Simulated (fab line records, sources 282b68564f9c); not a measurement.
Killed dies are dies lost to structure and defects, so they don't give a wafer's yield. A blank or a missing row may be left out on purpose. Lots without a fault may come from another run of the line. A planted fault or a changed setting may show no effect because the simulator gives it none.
Which tool did it? | flow rit_cmos | 13 lots, 39 wafers sampled, at 3 steps of a route of 202

WHAT THE GAUGES READ, wafer by wafer
RIT_SILICIDE_RS_MEAS_02: measures by four-point-probe.
lot  | measured    | on            | SILICIDE_TI_RS (ohm/sq)
L996 | day 3 07:50 | film_metro-03 | 52.9 53.3 53.5
L997 | day 3 09:41 | film_metro-01 | 51.6 52.7 52.4
L999 | day 3 19:44 | film_metro-01 | 51.2 51.2 50.7
L100 | day 4 02:21 | film_metro-01 | 53.5 52.9 53.4
L101 | day 4 04:25 | film_metro-04 | 51.6 51.9 51.5
L102 | day 4 08:55 | film_metro-01 | 51.6 51.7 52.3
L103 | day 4 12:27 | film_metro-03 | 51.9 52.5 52.6
L109 | day 5 18:23 | film_metro-03 | 65.4 52.8 52.4
L112 | day 6 11:16 | film_metro-04 | 52.2 51.9 51.9
L114 | day 6 20:06 | film_metro-01 | 52.2 52.0 52.4
L116 | day 7 06:56 | film_metro-01 | 51.9 51.6 51.5
L117 | day 7 11:08 | film_metro-01 | 53.5 52.9 53.5
L119 | day 7 20:15 | film_metro-03 | 52.9 53.4 53.4

RIT_SILICIDE_THK_MEAS_03: measures by xrf.
lot  | measured    | on            | SILICIDE_TI_THK (nm)
L996 | day 3 07:56 | film_metro-03 | 29.2 28.8 28.7
L997 | day 3 09:48 | film_metro-01 | 29.5 29.2 29.2
L999 | day 3 19:50 | film_metro-01 | 29.8 29.8 30.1
L100 | day 4 02:28 | film_metro-01 | 28.9 29.1 28.7
L101 | day 4 04:30 | film_metro-04 | 29.4 29.5 29.5
L102 | day 4 09:02 | film_metro-01 | 29.5 29.4 29.3
L103 | day 4 12:34 | film_metro-03 | 29.5 29.3 29.1
L109 | day 5 18:30 | film_metro-03 | 24.6 29.1 29.3
L112 | day 6 11:23 | film_metro-04 | 29.4 29.5 29.4
L114 | day 6 20:13 | film_metro-01 | 29.3 29.3 29.3
L116 | day 7 07:04 | film_metro-01 | 29.4 29.5 29.4
L117 | day 7 11:15 | film_metro-01 | 28.7 28.9 28.6
L119 | day 8 02:39 | film_metro-03 | 28.9 28.8 28.7

WHICH TOOL RAN EACH LOT (tool, then ch and the chambers of the sampled wafers, then the start)
lot  | RIT_SILICIDE_SPUTTER_01
L996 | pvd_sputter-04, day 3 07:38
L997 | pvd_sputter-03, day 3 09:31
L999 | pvd_sputter-03, day 3 19:33
L100 | pvd_sputter-04, day 4 02:12
L101 | pvd_sputter-03, day 4 04:12
L102 | pvd_sputter-04, day 4 08:46
L103 | pvd_sputter-02, day 4 12:18
L109 | pvd_sputter-02, day 5 18:14
L112 | pvd_sputter-04, day 6 11:06
L114 | pvd_sputter-04, day 6 19:57
L116 | pvd_sputter-04, day 7 06:47
L117 | pvd_sputter-04, day 7 10:59
L119 | pvd_sputter-04, day 7 20:06
- RIT_SILICIDE_SPUTTER_01: material Ti, target thk 30 nm, time 240 s.

WHAT THE TOOLS THEMSELVES READ (means of the sampled wafers that have a number; where no wafer has one, the mark that the record gives instead)
RIT_SILICIDE_SPUTTER_01.
lot  | tool           | throttle_valve_pct (%)
L996 | pvd_sputter-04 | 30.3
L997 | pvd_sputter-03 | 28.7
L999 | pvd_sputter-03 | 29.6
L100 | pvd_sputter-04 | 29.6
L101 | pvd_sputter-03 | 28.8
L102 | pvd_sputter-04 | 30.1
L103 | pvd_sputter-02 | 29.8
L109 | pvd_sputter-02 | 29.6
L112 | pvd_sputter-04 | 30.0
L114 | pvd_sputter-04 | 30.2
L116 | pvd_sputter-04 | 30.3
L117 | pvd_sputter-04 | 29.9
L119 | pvd_sputter-04 | 29.6

THE ANSWER, worked out from the rows above alone
Rule: what is usual is taken from the lots themselves. Put in order of their means at a reading, lots are off if they are a third of the lots or fewer, leave a main group of 4 or more, and stand apart from it by a gap of 3 or more times the standard deviation of the main group's means; of several such gaps the widest counts. A main group whose means are all the same, to the digits that the tables above print for the reading, isn't used. A lot without any number at a reading at which 4 lots or more have one is off too. The other lots that the step has rows for count as sound. The gauges are gone through in route order, then the tools' own readings, and for those a lot's mean is taken as printed above. The first step at which some lot is off is used, and at that step the reading that is off furthest; a lot without a number counts as furthest.
Off: L109, at RIT_SILICIDE_RS_MEAS_02 (SILICIDE_TI_RS). The main group: mean 52.3 ohm/sq, standard deviation 0.73.
A tool fits if, at a process step before that reading, it ran every lot that is off, and no sound lot after the first of them. The gauges at RIT_SILICIDE_RS_MEAS_02 are tried like those tools. One fits: pvd_sputter-02 at RIT_SILICIDE_SPUTTER_01. Its last sound lot is L103 (day 4 12:18), its first lot that is off L109 (day 5 18:14): a fault that began between those two fits.

WHAT THE SIMULATOR HAD PUT IN
Process parameter drift: pvd_sputter-02, from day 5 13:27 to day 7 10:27, at RIT_SILICIDE_SPUTTER_01. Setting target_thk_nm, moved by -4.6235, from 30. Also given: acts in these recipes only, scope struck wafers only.
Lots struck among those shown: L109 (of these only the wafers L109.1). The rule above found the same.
